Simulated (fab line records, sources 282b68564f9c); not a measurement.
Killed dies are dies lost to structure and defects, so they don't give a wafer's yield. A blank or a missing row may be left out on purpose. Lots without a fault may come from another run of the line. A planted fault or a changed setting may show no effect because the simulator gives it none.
Split-lot experiment | flow rit_cmos | 5 lots, 23 wafers read, on a route of 202 steps

THE SPLIT
At RIT_M1_DEVELOP_08 (develop time 68 s), the setting develop_time_s was moved away from the recipe's 68 s on 7 of the 23 wafers read, by -13.0% to +10.1%. The other wafers ran this setting at the recipe's value.

FROM THE SPLIT TO THE READING: what the file shows between them, 5 steps
- RIT_M1_CD_MEAS_09: target cd 2600 nm
- RIT_M1_HARDBAKE_11: time 120 s
- RIT_M1_METAL_ETCH_12: etches Al in Cl2/BCl3, stops on SiO2, time 165 s, target depth 600 nm
- RIT_M1_STRIP_13: strips in nmp, time 600 s
- RIT_M1_STRIP_14: strips in O2, time 180 s

THE READING
cd_nm, in nm, at RIT_M1_CD_MEAS_90 (target cd 2600 nm). Fault-free wafers of this fab line usually give 2601.1 nm, standard deviation 2.3 nm.

wafer  | tool, chamber at the split | develop_time_s as run, s | against the recipe | cd_nm, nm | against lot-mates on the recipe
L078.1 | litho_track-01, 0          | 68                       | recipe             | 2602.1    | -
L078.2 | litho_track-01, 0          | 68                       | recipe             | 2601.0    | -
L078.5 | litho_track-01, 0          | 68                       | recipe             | 2601.9    | -
L079.1 | litho_track-04, 0          | 64.09                    | -5.8%              | 2603.8    | +4.8
L079.2 | litho_track-04, 0          | 68                       | recipe             | 2598.7    | -
L079.3 | litho_track-04, 0          | 64.09                    | -5.8%              | 2603.5    | +4.5
L079.4 | litho_track-04, 0          | 68                       | recipe             | 2598.8    | -
L079.5 | litho_track-04, 0          | 68                       | recipe             | 2599.4    | -
L081.1 | litho_track-04, 0          | 68                       | recipe             | 2601.9    | -
L081.2 | litho_track-04, 0          | 68                       | recipe             | 2603.7    | -
L081.3 | litho_track-04, 0          | 59.14                    | -13.0%             | 2612.4    | +10.2
L081.5 | litho_track-04, 0          | 59.14                    | -13.0%             | 2610.8    | +8.6
L081.6 | litho_track-04, 0          | 68                       | recipe             | 2600.9    | -
L082.1 | litho_track-01, 0          | 68                       | recipe             | 2603.6    | -
L082.3 | litho_track-01, 0          | 68                       | recipe             | 2604.1    | -
L082.4 | litho_track-01, 0          | 68                       | recipe             | 2600.6    | -
L082.5 | litho_track-01, 0          | 68                       | recipe             | 2603.3    | -
L082.6 | litho_track-01, 0          | 68                       | recipe             | 2602.6    | -
L085.1 | litho_track-04, 0          | 74.85                    | +10.1%             | 2592.8    | -8.8
L085.2 | litho_track-04, 0          | 74.85                    | +10.1%             | 2592.7    | -8.9
L085.3 | litho_track-04, 0          | 68                       | recipe             | 2601.1    | -
L085.4 | litho_track-04, 0          | 68                       | recipe             | 2602.2    | -
L085.6 | litho_track-04, 0          | 74.85                    | +10.1%             | 2593.2    | -8.4

THE FIT
A straight line over all 23 wafers: cd_nm changes by -0.774 nm for each +1% of develop_time_s; r = -0.94; the points scatter about the line by 1.6 nm.
The same after taking each lot's own level away (the mean of its wafers on the recipe; 23 wafers): -0.796 nm for each +1%; r = -0.98; scatter 0.91 nm.
On that fit, the largest move of develop_time_s shifts the reading by 10 nm.
The lots' own levels span 2598.97 to 2602.84 nm, that is 1.7 times the standard deviation above.
So the lot-to-lot level changes the slope little: the two slopes agree.
Check: with one of the wafers moved furthest among these (-13.0%) left out of the fit, the line predicts +10.2 nm for it against its lot-mates. It came out at +10.2 nm against them.

OTHER SPLITS ON THESE WAFERS
These wafers also went through other splits before the reading. Each is held against what the fit with the lots' levels taken away leaves over:
other split on the same wafers      | wafers away from the commonest value | r with cd_nm (lot level and that fit taken away)
RIT_GATE_DEVELOP_15 develop_time_s  | 8                                    | -0.23
RIT_PLDD_IMPLANT_08 energy_kev      | 9                                    | -0.28
RIT_SPACER_CVD_03 sih2cl2_flow_sccm | 15                                   | +0.02
RIT_NSD_HARDBAKE_07 temp_c          | 9                                    | -0.12
RIT_NSD_IMPLANT_08 energy_kev       | 8                                    | +0.32
RIT_PSD_IMPLANT_08 energy_kev       | 8                                    | -0.16
RIT_M1_SPUTTER_00 time_s            | 12                                   | -0.05

THE WHOLE CHAIN: every reading that the file lists as answering this split, in the file's order
step                 | what it does                                                          | reading                                                   | change (the file's fit)               | r (the file's)
RIT_M1_CD_MEAS_09    | target cd 2600 nm                                                     | cd_nm                                                     | -0.87 nm for each +1% of the setting  | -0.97
RIT_M1_METAL_ETCH_12 | etches Al in Cl2/BCl3, stops on SiO2, time 165 s, target depth 600 nm | M1.cd_nm (the simulator's own value, which no gauge read) | -0.777 nm for each +1% of the setting | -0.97
RIT_M1_CD_MEAS_90    | target cd 2600 nm                                                     | cd_nm                                                     | -0.784 nm for each +1% of the setting | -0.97

THE FILE'S OWN FIT
cd_nm changes by -0.784 nm for each +1% of develop_time_s, r = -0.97.
